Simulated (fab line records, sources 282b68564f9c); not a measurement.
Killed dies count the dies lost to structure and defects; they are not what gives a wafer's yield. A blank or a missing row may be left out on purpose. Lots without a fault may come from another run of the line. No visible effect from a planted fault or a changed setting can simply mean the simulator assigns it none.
Split-lot study | flow rit cmos | 23 wafers read across 5 lots, on a route 202 steps long

ON THE SPLIT
At RIT_NSD_COAT_01 (resist thk 1000 nm), the setting resist thk nm was moved away from the recipe's 1000 nm on 6 of the 23 wafers read, by -2.7% to +5.3%. The other wafers ran this setting at the recipe's value.

FROM THE SPLIT TO THE READING: what the file shows between them, 3 steps
- RIT_NSD_SOFTBAKE_02: time 60 s
- RIT_NSD_EXPOSE_03: exposes mask M9, target cd 40700 nm
- RIT_NSD_DEVELOP_05: develop time 50 s

THE READING
NOVOLAK_of_NSD_COAT_01.thk nm (the simulator's own value, which no gauge read), in nm, at RIT_NSD_HARDBAKE_07 (time 60 s). The file does not state a usual value for it. Across the 17 wafers here that went through the recipe, the average is 885.6 nm and the standard deviation 2.4 nm.

wafer  | tool, chamber at the split | resist thk nm as run, nm | against the recipe | NOVOLAK_of_NSD_COAT_01.thk nm, nm | against lot-mates on the recipe
L074.1 | litho track-01, 0          | 1000                     | recipe             | 884.3                             | -
L074.2 | litho track-01, 0          | 1000                     | recipe             | 887.5                             | -
L074.4 | litho track-01, 0          | 1000                     | recipe             | 884.9                             | -
L076.1 | litho track-04, 0          | 1000                     | recipe             | 890.7                             | -
L076.2 | litho track-04, 0          | 1053                     | +5.3%              | 933.3                             | +44.7
L076.4 | litho track-04, 0          | 1053                     | +5.3%              | 930.3                             | +41.7
L076.5 | litho track-04, 0          | 1000                     | recipe             | 888.5                             | -
L076.6 | litho track-04, 0          | 1000                     | recipe             | 886.6                             | -
L078.1 | litho track-03, 0          | 973.3                    | -2.7%              | 858.4                             | -26.0
L078.2 | litho track-03, 0          | 1000                     | recipe             | 884.9                             | -
L078.3 | litho track-03, 0          | 973.3                    | -2.7%              | 860.8                             | -23.6
L078.4 | litho track-03, 0          | 1000                     | recipe             | 884.2                             | -
L078.5 | litho track-03, 0          | 1000                     | recipe             | 884.2                             | -
L084.1 | litho track-01, 0          | 1000                     | recipe             | 883.7                             | -
L084.2 | litho track-01, 0          | 1000                     | recipe             | 882.9                             | -
L084.4 | litho track-01, 0          | 1000                     | recipe             | 881.5                             | -
L084.5 | litho track-01, 0          | 1000                     | recipe             | 885.4                             | -
L084.6 | litho track-01, 0          | 1000                     | recipe             | 882.4                             | -
L085.1 | litho track-04, 0          | 982.5                    | -1.7%              | 874.2                             | -13.4
L085.2 | litho track-04, 0          | 982.5                    | -1.7%              | 873.1                             | -14.5
L085.3 | litho track-04, 0          | 1000                     | recipe             | 888.3                             | -
L085.5 | litho track-04, 0          | 1000                     | recipe             | 887.2                             | -
L085.6 | litho track-04, 0          | 1000                     | recipe             | 887.3                             | -

FIT RESULTS
A straight line over all 23 wafers: NOVOLAK_of_NSD_COAT_01.thk nm changes by +8.76 nm for each +1% of resist thk nm; r = +0.99; the points scatter about the line by 2.6 nm.
The same after taking each lot's own level away (the mean of its wafers on the recipe; 23 wafers): +8.36 nm for each +1%; r = +1.00; scatter 1.5 nm.
That fit puts the effect of the largest move of resist thk nm on the reading at 44 nm.
The lots' own levels span 883.18 to 888.60 nm, that is 2.3 times the standard deviation above.
Hence the lot-to-lot level has little effect on the slope; both slopes agree.
Check: with one of the wafers moved furthest among these (+5.3%) left out of the fit, the line predicts +43.6 nm for it against its lot-mates. It came out at +44.7 nm against them.

OTHER SPLITS APPLIED TO THESE WAFERS
Before the reading, these wafers also passed through other splits. Each is held against what the fit with the lots' levels taken away leaves over:
other split on the same wafers | wafers away from the commonest value | r with NOVOLAK_of_NSD_COAT_01.thk nm (lot level and that fit taken away)
RIT_SPACER_CVD_03 time s       | 18                                   | -0.13

THE WHOLE CHAIN: every reading that the file lists as answering this split, in the file's order
step                | what it does       | reading                                                                        | change (the file's fit)              | r (the file's)
RIT_NSD_COAT_01     | resist thk 1000 nm | NOVOLAK_of_NSD_COAT_01.thk nm (the simulator's own value, which no gauge read) | +9.54 nm for each +1% of the setting | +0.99
RIT_NSD_HARDBAKE_07 | time 60 s          | NOVOLAK_of_NSD_COAT_01.thk nm (the simulator's own value, which no gauge read) | +8.35 nm for each +1% of the setting | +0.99

FILE'S OWN FIT
NOVOLAK_of_NSD_COAT_01.thk nm changes by +8.35 nm for each +1% of resist thk nm, r = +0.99.
